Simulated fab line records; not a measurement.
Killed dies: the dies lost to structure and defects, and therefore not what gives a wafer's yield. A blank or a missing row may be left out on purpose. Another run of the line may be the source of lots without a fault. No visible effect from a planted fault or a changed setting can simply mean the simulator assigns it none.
fab line records	flow rit-cmos
record lots=5	wafers=23
route steps=202 shown ACTIVE@7 FOX2@23 NWELL@36 PWELL@41 WELLDRIVE@50 NRETRO@54 GATE@84
start-h: hours from the record's opening day to when the first of the lot's shown wafers began	wait-h: hours since the lot's step before	" repeats the value in the row above	L1.1+2: one row covering several wafers at once	- value missing, or start not given	* or withheld: withheld	< > ~ a bound
route shown NAME@n: a module of which the file shows steps, and the number in the route of the first	usual: the fault-free wafers' mean and standard deviation	same: alike in all rows	chamber/n: place in a boat	sites: the reading at each site	_std_site: standard deviation across them	_edge_site: the outer-site mean with the inner-site mean subtracted	radius-mm: for every site, how far away it sits from the centre of the wafer	mask NAME#n: copy n	behind: tool/chamber where the wafer was last shaped	hold: cause of the lot's hold/its duration in hours/its outcome	device: the n, p or np transistor that did not switch	end of line: tests of these same wafers at the route's end	where a step has no rows: the recipe by itself	killed: dies that structure and defects cost at the first sort, which is not the same as the wafer's yield	map: shows each die of a wafer: x if killed, . if not, _ if none is there
set.NAME: the setting the step ran with; set.NAME@STEP: the setting that earlier step ran with	model.NAME: the simulator's own value behind a step, which no gauge read
lots where settings were altered on purpose, with a table for each step and a row for each wafer
## steps
# step RIT_ACTIVE_COAT_06
# recipe resist=NOVOLAK	spin-rpm=3250	resist-thk-nm=1000
lot.wafer	tool	chamber	start-h	wait-h	set.resist-thk-nm	model.NOVOLAK_of_ACTIVE_COAT_06.thk-nm
L077.1+6	litho-track-01	0	30.89	0.1	1000	1002
L077.2	"	0	"	"	1019	1024
L077.3	"	0	"	"	1000	1003
L077.4	"	0	"	"	1019	1023
L078.1	litho-track-03	0	34.45	0.1	1000	1006
L078.3	"	0	"	"	1000	1004
L078.5	"	0	"	"	1000	1002
L079.2	litho-track-03	0	38.77	0.1	1000	999.2
L079.3+4+5	"	0	"	"	1000	1000
L079.6	"	0	"	"	1000	1001
L081.1	litho-track-01	0	48.74	0.1	1000	998.5
L081.2	"	0	"	"	1000	998.6
L081.4+5	"	0	"	"	1000	1001
L081.6	"	0	"	"	1000	999.6
L084.1	litho-track-03	0	64.45	0.1	1000	1001
L084.2	"	0	"	"	950.7	950.6
L084.3	"	0	"	"	1000	1003
L084.4	"	0	"	"	950.7	951.8
L084.5	"	0	"	"	1000	1002
# step RIT_ACTIVE_EXPOSE_08
# recipe mask-id=M1	na=0.6	source-shape=conventional	sigma-outer=0.6	target-cd-nm=1400	dose-mj=225
lot.wafer	tool	chamber	start-h	wait-h	mask	set.dose-mj
L077.1+2+3+4+6	iline-stepper-01	0	31.19	0.1	M1#0	225
L078.1+3+5	iline-stepper-02	0	34.87	0.2	M1#0	225
L079.2+3	iline-stepper-02	0	39.06	0.1	M1#0	225
L079.4+5+6	"	0	"	"	M1#0	213.5
L081.1+2+5	iline-stepper-02	0	49.04	0.1	M1#0	225
L081.4+6	"	0	"	"	M1#0	231.6
L084.1+2	iline-stepper-01	0	64.75	0.1	M1#0	225
L084.3+4+5	"	0	"	"	M1#0	219.6
# step RIT_ACTIVE_PEB_09
# recipe resist=NOVOLAK	temp-c=withheld	time-s=withheld
# step RIT_ACTIVE_DEVELOP_10
# recipe resist=NOVOLAK	develop-time-s=50	dev-temp-c=23
# step RIT_ACTIVE_CD_MEAS_11
# recipe target-cd-nm=1400
# usual cd-nm=1400.6/1.9
lot.wafer	tool	chamber	start-h	wait-h	set.resist-thk-nm@ACTIVE_COAT_06	set.dose-mj@ACTIVE_EXPOSE_08	cd-nm
L077.1	cd-sem-02	-	31.59	-	1000	225	1400.8
L077.2	"	-	"	"	1019	225	1402.2
L077.3	"	-	"	"	1000	225	1397.5
L077.4	"	-	"	"	1019	225	1401.3
L077.6	"	-	"	"	1000	225	1400.4
L078.1	cd-sem-02	-	35.27	-	1000	225	1400.5
L078.3	"	-	"	"	1000	225	1400.6
L078.5	"	-	"	"	1000	225	1399.9
L079.2	cd-sem-02	-	39.46	-	1000	225	1401.5
L079.3	"	-	"	"	1000	225	1400.5
L079.4	"	-	"	"	1000	213.5	1416.2
L079.5	"	-	"	"	1000	213.5	1416.0
L079.6	"	-	"	"	1000	213.5	1416.8
L081.1	cd-sem-02	-	49.44	-	1000	225	1398.0
L081.2	"	-	"	"	1000	225	1398.4
L081.4	"	-	"	"	1000	231.6	1389.3
L081.5	"	-	"	"	1000	225	1398.3
L081.6	"	-	"	"	1000	231.6	1390.3
L084.1	cd-sem-02	-	65.15	-	1000	225	1399.8
L084.2	"	-	"	"	950.7	225	1393.2
L084.3	"	-	"	"	1000	219.6	1407.5
L084.4	"	-	"	"	950.7	219.6	1401.7
L084.5	"	-	"	"	1000	219.6	1407.9
# step RIT_ACTIVE_HARDBAKE_12
# recipe resist=NOVOLAK	temp-c=140	time-s=60
lot.wafer	tool	chamber	start-h	wait-h	set.resist-thk-nm@ACTIVE_COAT_06	model.NOVOLAK_of_ACTIVE_COAT_06.thk-nm
L077.1+6	litho-track-03	0	31.71	0.1	1000	885.6
L077.2	"	0	"	"	1019	904.7
L077.3	"	0	"	"	1000	886.3
L077.4	"	0	"	"	1019	903.5
L078.1	litho-track-02	0	35.39	0.1	1000	889.1
L078.3	"	0	"	"	1000	887.3
L078.5	"	0	"	"	1000	885.5
L079.2	litho-track-01	0	39.58	0.1	1000	883.1
L079.3	"	0	"	"	1000	884
L079.4	"	0	"	"	1000	884.2
L079.5	"	0	"	"	1000	883.7
L079.6	"	0	"	"	1000	884.4
L081.1	litho-track-01	0	49.56	0.1	1000	882.5
L081.2	"	0	"	"	1000	882.6
L081.4	"	0	"	"	1000	885
L081.5	"	0	"	"	1000	884.8
L081.6	"	0	"	"	1000	883.5
L084.1	litho-track-01	0	65.27	0.1	1000	884.9
L084.2	"	0	"	"	950.7	840.6
L084.3	"	0	"	"	1000	886.8
L084.4	"	0	"	"	950.7	841.6
L084.5	"	0	"	"	1000	885.6
# step RIT_ACTIVE_ETCH_13
# recipe stop-on=SiO2	chemistry=SF6	target=Si3N4	time-s=210	over-etch-frac=0.4	SF6_flow_sccm=200	pressure-mtorr=260	rf-w=125	target-depth-a=2100
lot.wafer	tool	chamber	start-h	wait-h	set.resist-thk-nm@ACTIVE_COAT_06	set.dose-mj@ACTIVE_EXPOSE_08	model.NOVOLAK_of_ACTIVE_COAT_06.thk-nm	model.ACTIVE.cd-nm
L077.1	rie-diel-01	0	31.86	0.1	1000	225	656.1	1401
L077.2	"	3	"	"	1019	225	676.1	1402
L077.3	"	1	"	"	1000	225	659.5	1397
L077.4	"	2	"	"	1019	225	672.5	1401
L077.6	"	0	"	"	1000	225	657.2	1400
L078.1	rie-diel-04	2	35.54	0.1	1000	225	667	1400
L078.3	"	3	"	"	1000	225	658.7	1401
L078.5	"	0	"	"	1000	225	652	1400
L079.2	rie-diel-03	2	39.71	0.1	1000	225	655.9	1402
L079.3	"	1	"	"	1000	225	661.9	1400
L079.4	"	3	"	"	1000	213.5	663.9	1416
L079.5	"	3	"	"	1000	213.5	662.7	1416
L079.6	"	0	"	"	1000	213.5	654.8	1417
L081.1	rie-diel-04	2	49.71	0.1	1000	225	660.6	1398
L081.2	"	0	"	"	1000	225	652.7	1398
L081.4	"	1	"	"	1000	231.6	659.3	1389
L081.5	"	3	"	"	1000	225	657.5	1398
L081.6	"	2	"	"	1000	231.6	663.3	1390
L084.1	rie-diel-03	1	65.42	0.1	1000	225	660.1	1400
L084.2	"	2	"	"	950.7	225	612.3	1393
L084.3	"	3	"	"	1000	219.6	666.4	1407
L084.4	"	0	"	"	950.7	219.6	612.8	1402
L084.5	"	2	"	"	1000	219.6	658.2	1408
# step RIT_ACTIVE_STRIP_14
# recipe chemistry=O2	time-s=180	resist=NOVOLAK	platen-temp-c=withheld	power-w=500	pressure-mtorr=4000	o2-flow-sccm=4000
# step RIT_ACTIVE_CD_MEAS_90
# recipe target-cd-nm=1400
# usual cd-nm=1400.5/1.9
lot.wafer	tool	chamber	start-h	wait-h	set.dose-mj@ACTIVE_EXPOSE_08	cd-nm
L077.1	cd-sem-02	-	32.17	0.1	225	1400.9
L077.2	"	-	"	"	225	1402.2
L077.3	"	-	"	"	225	1397.4
L077.4	"	-	"	"	225	1401.3
L077.6	"	-	"	"	225	1400.7
L078.1	cd-sem-02	-	35.85	0.1	225	1400.5
L078.3	"	-	"	"	225	1400.9
L078.5	"	-	"	"	225	1399.8
L079.2	cd-sem-02	-	40.04	0.1	225	1401.8
L079.3	"	-	"	"	225	1400.2
L079.4	"	-	"	"	213.5	1416.1
L079.5	"	-	"	"	213.5	1415.4
L079.6	"	-	"	"	213.5	1416.5
L081.1	cd-sem-02	-	50.02	0.1	225	1397.9
L081.2	"	-	"	"	225	1398.6
L081.4	"	-	"	"	231.6	1389.1
L081.5	"	-	"	"	225	1398.5
L081.6	"	-	"	"	231.6	1389.9
L084.1	cd-sem-02	-	65.73	0.1	225	1399.6
L084.2	"	-	"	"	225	1393.8
L084.3	"	-	"	"	219.6	1407.1
L084.4	"	-	"	"	219.6	1401.5
L084.5	"	-	"	"	219.6	1408.2
# step RIT_FOX2_OXIDATION_00
# recipe temp-c=1100	ambient=H2O	target-thk-a=3507	p-h2o-torr=720	ox-time-s=1130
lot.wafer	tool	chamber	start-h	wait-h	set.temp-c	model.SiO2_of_FOX2_OXIDATION_00.thk-nm
L077.1	-	-	-	-	1086	342.9
L077.2	"	-	"	"	1086	344.6
L077.3	"	-	"	"	1086	340.3
L077.4	"	-	"	"	1086	340.4
L077.6	"	-	"	"	1086	342.1
L078.1	furnace-04	0	39.55	1.3	1100	351.1
L078.3	"	0	"	"	1100	345.6
L078.5	"	0	"	"	1100	343.6
L079.2	-	-	-	-	1087	335.9
L079.3	"	-	"	"	1087	330.4
L079.4	"	-	"	"	1087	333.8
L079.5	"	-	"	"	1087	330.3
L079.6	"	-	"	"	1087	328.9
L081.1	-	-	-	-	1100	350.7
L081.2	"	-	"	"	1100	343
L081.4	"	-	"	"	1100	346.5
L081.5	"	-	"	"	1100	347.3
L081.6	"	-	"	"	1100	346.4
L084.1	-	-	-	-	1069	293.3
L084.2	"	-	"	"	1069	301.2
L084.3	"	-	"	"	1069	297.1
L084.4	"	-	"	"	1069	298.5
L084.5	"	-	"	"	1069	297.6
# step RIT_NWELL_IMPLANT_08
# recipe species=P	energy-kev=170	dose-cm2=5e+13	tilt-deg=7
lot.wafer	tool	chamber	start-h	wait-h	set.energy-kev	model.implant.rp-nm	model.implant.drp-nm
L077.1+2+6	implanter-01	0	37.63	0.2	178.2	225	71.3
L077.3+4	"	0	"	"	170	214.4	68.82
L078.1+3+5	implanter-01	0	43.09	0.2	170	220.3	68.82
L079.2+4+6	implanter-04	0	47.42	0.2	161	208.5	66.12
L079.3+5	"	0	"	"	170	220.5	68.82
L081.1+4	implanter-01	0	55.58	0.2	178.6	222.3	71.42
L081.2+5+6	"	0	"	"	170	211.3	68.82
L084.1+4+5	implanter-01	0	71.52	0.2	163.1	205	66.76
L084.2+3	"	0	"	"	170	214	68.82
# step RIT_PWELL_SOFTBAKE_02
# recipe resist=NOVOLAK	temp-c=90	time-s=60
lot.wafer	tool	chamber	start-h	wait-h	set.temp-c	model.NOVOLAK_of_PWELL_COAT_01.thk-nm
L077.1	litho-track-04	0	38.32	0.1	90	1301
L077.2	"	0	"	"	92.43	1294
L077.3	"	0	"	"	92.43	1292
L077.4	"	0	"	"	90	1302
L077.6	"	0	"	"	92.43	1286
L078.1	litho-track-03	0	43.78	0.1	90	1304
L078.3	"	0	"	"	90	1303
L078.5	"	0	"	"	90	1300
L079.2	litho-track-04	0	48.11	0.1	93.15	1290
L079.3	"	0	"	"	90	1299
L079.4	"	0	"	"	93.15	1284
L079.5	"	0	"	"	93.15	1288
L079.6	"	0	"	"	90	1298
L081.1	litho-track-03	0	56.27	0.1	90	1304
L081.2	"	0	"	"	88.85	1306
L081.4	"	0	"	"	88.85	1301
L081.5	"	0	"	"	90	1302
L081.6	"	0	"	"	90	1300
L084.1	litho-track-04	0	72.41	0.1	90	1292
L084.2	"	0	"	"	90	1295
L084.3	"	0	"	"	93.62	1278
L084.4	"	0	"	"	93.62	1280
L084.5	"	0	"	"	90	1294
# step RIT_PWELL_EXPOSE_03
# recipe mask-id=M3	na=0.57	target-cd-nm=43700	dose-mj=250
# step RIT_PWELL_PEB_04
# recipe resist=NOVOLAK	temp-c=withheld	time-s=withheld
# step RIT_PWELL_DEVELOP_05
# recipe resist=NOVOLAK	develop-time-s=68	dev-temp-c=23
lot.wafer	tool	chamber	start-h	wait-h	set.temp-c@PWELL_SOFTBAKE_02	model.NOVOLAK_of_PWELL_COAT_01.thk-nm
L077.1	litho-track-04	0	-	-	90	1301
L077.2	"	0	"	"	92.43	1294
L077.3	"	0	"	"	92.43	1292
L077.4	"	0	"	"	90	1302
L077.6	"	0	"	"	92.43	1285
L078.1	litho-track-03	0	-	-	90	1304
L078.3	"	0	"	"	90	1303
L078.5	"	0	"	"	90	1300
L079.2	litho-track-04	0	-	-	93.15	1289
L079.3	"	0	"	"	90	1299
L079.4	"	0	"	"	93.15	1283
L079.5	"	0	"	"	93.15	1288
L079.6	"	0	"	"	90	1298
L081.1	litho-track-01	0	-	-	90	1303
L081.2	"	0	"	"	88.85	1310
L081.4	"	0	"	"	88.85	1304
L081.5	"	0	"	"	90	1302
L081.6	"	0	"	"	90	1299
L084.1	litho-track-01	0	-	-	90	1292
L084.2	"	0	"	"	90	1294
L084.3	"	0	"	"	93.62	1278
L084.4	"	0	"	"	93.62	1280
L084.5	"	0	"	"	90	1293
# step RIT_PWELL_IMPLANT_08
# recipe species=B	energy-kev=170	dose-cm2=7e+13	tilt-deg=7
lot.wafer	tool	chamber	start-h	wait-h	set.dose-cm2
L077.1+2+3	implanter-04	0	39.31	0.2	7.135e+13
L077.4+6	"	0	"	"	7e+13
L078.1+3+5	implanter-01	0	44.64	0.2	7e+13
L079.2+4	implanter-01	0	48.97	0.2	6.584e+13
L079.3+5+6	"	0	"	"	7e+13
L081.1+2+4+5+6	implanter-04	0	57.26	0.2	7e+13
L084.1+2+3	implanter-02	0	73.28	0.2	7e+13
L084.4+5	"	0	"	"	7.349e+13
# step RIT_PWELL_STRIP_09
# recipe chemistry=O2	time-s=180	resist=NOVOLAK	platen-temp-c=withheld	power-w=500	pressure-mtorr=4000	o2-flow-sccm=4000
# step RIT_WELLDRIVE_ANNEAL_00
# recipe temp-c=1100	time-s=14700	ambient=N2
# step RIT_WELLDRIVE_RS_MEAS_02
# recipe thk-meas-gauge=four-point-probe
# usual PWELL_RS=428.9/2
lot.wafer	tool	chamber	start-h	wait-h	set.dose-cm2@PWELL_IMPLANT_08	PWELL_RS[ohm/sq]
L077.1	film-metro-04	-	46.53	0.1	7.135e+13	428.1
L077.2	"	-	"	"	7.135e+13	428.6
L077.3	"	-	"	"	7.135e+13	428.5
L077.4	"	-	"	"	7e+13	434.6
L077.6	"	-	"	"	7e+13	432.6
L078.1	film-metro-01	-	50.23	0.1	7e+13	428.0
L078.3	"	-	"	"	7e+13	429.5
L078.5	"	-	"	"	7e+13	429.5
L079.2	film-metro-01	-	54.63	0.1	6.584e+13	444.6
L079.3	"	-	"	"	7e+13	428.1
L079.4	"	-	"	"	6.584e+13	446.4
L079.5	"	-	"	"	7e+13	428.2
L079.6	"	-	"	"	7e+13	429.1
L081.1	film-metro-03	-	62.85	0.1	7e+13	427.9
L081.2	"	-	"	"	7e+13	427.2
L081.4	"	-	"	"	7e+13	428.4
L081.5	"	-	"	"	7e+13	428.3
L081.6	"	-	"	"	7e+13	428.7
L084.1	film-metro-01	-	80.64	0.1	7e+13	429.4
L084.2	"	-	"	"	7e+13	428.6
L084.3	"	-	"	"	7e+13	430.0
L084.4	"	-	"	"	7.349e+13	415.8
L084.5	"	-	"	"	7.349e+13	415.7
# step RIT_NRETRO_COAT_01
# recipe resist=NOVOLAK	spin-rpm=2000	resist-thk-nm=1300
lot.wafer	tool	chamber	start-h	wait-h	set.spin-rpm	model.NOVOLAK_of_NRETRO_COAT_01.thk-nm
L077.1	litho-track-04	0	46.80	0.1	2077	1281
L077.2	"	0	"	"	2077	1277
L077.3	"	0	"	"	2000	1301
L077.4	"	0	"	"	2077	1276
L077.6	"	0	"	"	2000	1306
L078.1	litho-track-04	0	50.51	0.1	2000	1293
L078.3+5	"	0	"	"	2000	1296
L079.2	litho-track-02	0	54.90	0.1	2000	1310
L079.3	"	0	"	"	2000	1309
L079.4	"	0	"	"	2000	1311
L079.5	"	0	"	"	2109	1275
L079.6	"	0	"	"	2109	1277
L081.1	litho-track-02	0	63.12	0.1	2000	1306
L081.2	"	0	"	"	2000	1308
L081.4	"	0	"	"	2000	1305
L081.5	"	0	"	"	2000	1309
L081.6	"	0	"	"	2000	1310
L084.1	litho-track-04	0	80.91	0.1	2000	1295
L084.2+3	"	0	"	"	2000	1299
L084.4+5	"	0	"	"	2000	1298
# step RIT_NRETRO_SOFTBAKE_02
# recipe resist=NOVOLAK	temp-c=90	time-s=60
# step RIT_NRETRO_EXPOSE_03
# recipe mask-id=M4	na=0.57	target-cd-nm=43900	dose-mj=250
# step RIT_NRETRO_DEVELOP_05
# recipe resist=NOVOLAK	develop-time-s=68	dev-temp-c=23
# step RIT_NRETRO_HARDBAKE_07
# recipe resist=NOVOLAK	temp-c=140	time-s=120
lot.wafer	tool	chamber	start-h	wait-h	set.spin-rpm@NRETRO_COAT_01	model.NOVOLAK_of_NRETRO_COAT_01.thk-nm
L077.1	litho-track-01	0	47.60	0.0	2077	1120
L077.2	"	0	"	"	2077	1117
L077.3	"	0	"	"	2000	1138
L077.4	"	0	"	"	2077	1116
L077.6	"	0	"	"	2000	1142
L078.1	litho-track-04	0	51.40	0.0	2000	1130
L078.3	"	0	"	"	2000	1134
L078.5	"	0	"	"	2000	1133
L079.2	litho-track-04	0	55.68	0.1	2000	1146
L079.3	"	0	"	"	2000	1145
L079.4	"	0	"	"	2000	1147
L079.5	"	0	"	"	2109	1116
L079.6	"	0	"	"	2109	1117
L081.1	litho-track-04	0	63.89	0.0	2000	1142
L081.2	"	0	"	"	2000	1143
L081.4	"	0	"	"	2000	1141
L081.5+6	"	0	"	"	2000	1145
L084.1	litho-track-02	0	81.67	0.0	2000	1133
L084.2+3	"	0	"	"	2000	1136
L084.4+5	"	0	"	"	2000	1135
# step RIT_GATE_CVD_08
# recipe material=poly-Si	target-thk-nm=250	temp-c=610	precursor=SiH4	time-s=2220	pressure-mtorr=300	sih4-flow-sccm=100
lot.wafer	tool	chamber	start-h	wait-h	set.pressure-mtorr	model.poly-Si_of_GATE_CVD_08.thk-nm
L077.1+4	-	-	-	0.1	344.8	269.3
L077.2	"	-	"	"	344.8	269.6
L077.3	"	-	"	"	344.8	269.5
L077.6	"	-	"	"	344.8	269.2
L078.1	lpcvd-01	1	55.79	0.4	300	251.3
L078.3	"	1	"	"	300	250.7
L078.5	"	1	"	"	300	249.7
L079.2	-	-	-	0.0	300	252.8
L079.3	"	-	"	"	300	252.6
L079.4	"	-	"	"	300	253.7
L079.5	"	-	"	"	300	253.1
L079.6	"	-	"	"	300	250.7
L081.1+4	-	-	-	0.1	335.5	266.4
L081.2+5	"	-	"	"	335.5	266.1
L081.6	"	-	"	"	335.5	267.1
L084.1+4	-	-	-	0.1	300	251.3
L084.2	"	-	"	"	300	252.5
L084.3	"	-	"	"	300	251.2
L084.5	"	-	"	"	300	252.7
# step RIT_GATE_THK_MEAS_09
# recipe reads=poly-Si_of_GATE_CVD_08
# usual GATE_POLY_THK=251.4/1.8
lot.wafer	tool	chamber	start-h	wait-h	set.pressure-mtorr@GATE_CVD_08	GATE_POLY_THK[nm]
L077.1	film-metro-03	-	-	-	344.8	269.3
L077.2	"	-	"	"	344.8	269.5
L077.3	"	-	"	"	344.8	269.5
L077.4	"	-	"	"	344.8	269.1
L077.6	"	-	"	"	344.8	269.0
L078.1	film-metro-04	-	57.41	0.0	300	251.2
L078.3	"	-	"	"	300	250.6
L078.5	"	-	"	"	300	249.7
L079.2	film-metro-02	-	-	-	300	252.8
L079.3	"	-	"	"	300	252.5
L079.4	"	-	"	"	300	253.7
L079.5	"	-	"	"	300	253.1
L079.6	"	-	"	"	300	250.8
L081.1	film-metro-04	-	-	-	335.5	266.5
L081.2	"	-	"	"	335.5	266.2
L081.4	"	-	"	"	335.5	266.5
L081.5	"	-	"	"	335.5	265.9
L081.6	"	-	"	"	335.5	267.3
L084.1	film-metro-02	-	-	-	300	251.5
L084.2	"	-	"	"	300	252.4
L084.3	"	-	"	"	300	251.3
L084.4	"	-	"	"	300	251.4
L084.5	"	-	"	"	300	252.7
# step RIT_GATE_ETCH_19
# recipe chemistry=SF6/CHF3/O2	time-s=165	SF6_flow_sccm=30	CHF3_flow_sccm=30	O2_flow_sccm=5	target=poly-Si	pressure-mtorr=40	rf-w=160	target-depth-a=3125	over-etch-frac=0.25	stop-on=SiO2
# usual oes-product-au=0.861/0.0086
lot.wafer	tool	chamber	start-h	wait-h	set.over-etch-frac	oes-product-au
L077.1	rie-si-02	1	55.61	0.1	0.25	0.905
L077.2	"	0	"	"	0.25	0.916
L077.3	"	2	"	"	0.25	0.912
L077.4	"	0	"	"	0.25	0.910
L077.6	"	2	"	"	0.25	0.906
L078.1	rie-si-01	3	58.62	0.1	0.25	0.859
L078.3	"	0	"	"	0.25	0.858
L078.5	"	1	"	"	0.25	0.851
L079.2	rie-si-02	1	63.15	0.1	0.25	0.862
L079.3	"	2	"	"	0.25	0.867
L079.4	"	1	"	"	0.25	0.869
L079.5	"	0	"	"	0.2207	0.896
L079.6	"	2	"	"	0.2207	0.876
L081.1	rie-si-02	0	72.20	0.1	0.25	0.895
L081.2	"	2	"	"	0.1987	0.926
L081.4	"	0	"	"	0.25	0.907
L081.5	"	2	"	"	0.1987	0.924
L081.6	"	1	"	"	0.1987	0.929
L084.1	rie-si-01	2	90.84	0.1	0.3082	0.833
L084.2	"	3	"	"	0.25	0.864
L084.3	"	0	"	"	0.3082	0.837
L084.4	"	1	"	"	0.25	0.858
L084.5	"	1	"	"	0.3082	0.836
## key
split step=RIT_ACTIVE_COAT_06	setting=resist-thk-nm	stated=1000	by=wafer
response step=RIT_ACTIVE_COAT_06	reading=model.NOVOLAK_of_ACTIVE_COAT_06.thk-nm	change=+10.4	per=1%	r=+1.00
response step=RIT_ACTIVE_HARDBAKE_12	reading=model.NOVOLAK_of_ACTIVE_COAT_06.thk-nm	change=+9.14	per=1%	r=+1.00
response step=RIT_ACTIVE_ETCH_13	reading=model.NOVOLAK_of_ACTIVE_COAT_06.thk-nm	change=+9.79	per=1%	r=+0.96
response step=RIT_ACTIVE_CD_MEAS_11	reading=cd-nm	slope=+1.28	per=1%	together-with=dose-mj@ACTIVE_EXPOSE_08	explained=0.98
response step=RIT_ACTIVE_ETCH_13	reading=model.ACTIVE.cd-nm	slope=+1.28	per=1%	together-with=dose-mj@ACTIVE_EXPOSE_08	explained=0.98
split step=RIT_ACTIVE_EXPOSE_08	setting=dose-mj	stated=225	by=wafer
response step=RIT_ACTIVE_CD_MEAS_11	reading=cd-nm	change=-3.09	per=1%	r=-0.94
response step=RIT_ACTIVE_ETCH_13	reading=model.ACTIVE.cd-nm	change=-3.06	per=1%	r=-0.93
response step=RIT_ACTIVE_CD_MEAS_90	reading=cd-nm	change=-3.06	per=1%	r=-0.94
split step=RIT_FOX2_OXIDATION_00	setting=temp-c	stated=1100	by=lot
response step=RIT_FOX2_OXIDATION_00	reading=model.SiO2_of_FOX2_OXIDATION_00.thk-nm	change=+17	per=1%	r=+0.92
split step=RIT_NWELL_IMPLANT_08	setting=energy-kev	stated=170	by=wafer
response step=RIT_NWELL_IMPLANT_08	reading=model.implant.rp-nm	change=+2.21	per=1%	r=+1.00
response step=RIT_NWELL_IMPLANT_08	reading=model.implant.drp-nm	change=+0.512	per=1%	r=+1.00
split step=RIT_PWELL_SOFTBAKE_02	setting=temp-c	stated=90	by=wafer
response step=RIT_PWELL_SOFTBAKE_02	reading=model.NOVOLAK_of_PWELL_COAT_01.thk-nm	change=-3.48	per=1%	r=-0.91
response step=RIT_PWELL_DEVELOP_05	reading=model.NOVOLAK_of_PWELL_COAT_01.thk-nm	change=-3.62	per=1%	r=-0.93
split step=RIT_PWELL_IMPLANT_08	setting=dose-cm2	stated=7e+13	by=wafer
response step=RIT_WELLDRIVE_RS_MEAS_02	reading=PWELL_RS	change=-2.8	per=1%	r=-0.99
split step=RIT_NRETRO_COAT_01	setting=spin-rpm	stated=2000	by=wafer
response step=RIT_NRETRO_COAT_01	reading=model.NOVOLAK_of_NRETRO_COAT_01.thk-nm	change=-6.41	per=1%	r=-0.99
response step=RIT_NRETRO_HARDBAKE_07	reading=model.NOVOLAK_of_NRETRO_COAT_01.thk-nm	change=-5.51	per=1%	r=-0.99
split step=RIT_GATE_CVD_08	setting=pressure-mtorr	stated=300	by=lot
response step=RIT_GATE_CVD_08	reading=model.poly-Si_of_GATE_CVD_08.thk-nm	change=+1.2	per=1%	r=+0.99
response step=RIT_GATE_THK_MEAS_09	reading=GATE_POLY_THK	change=+1.19	per=1%	r=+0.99
split step=RIT_GATE_ETCH_19	setting=over-etch-frac	stated=0.25	by=wafer
response step=RIT_GATE_ETCH_19	reading=oes-product-au	change=-0.00123	per=1%	r=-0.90
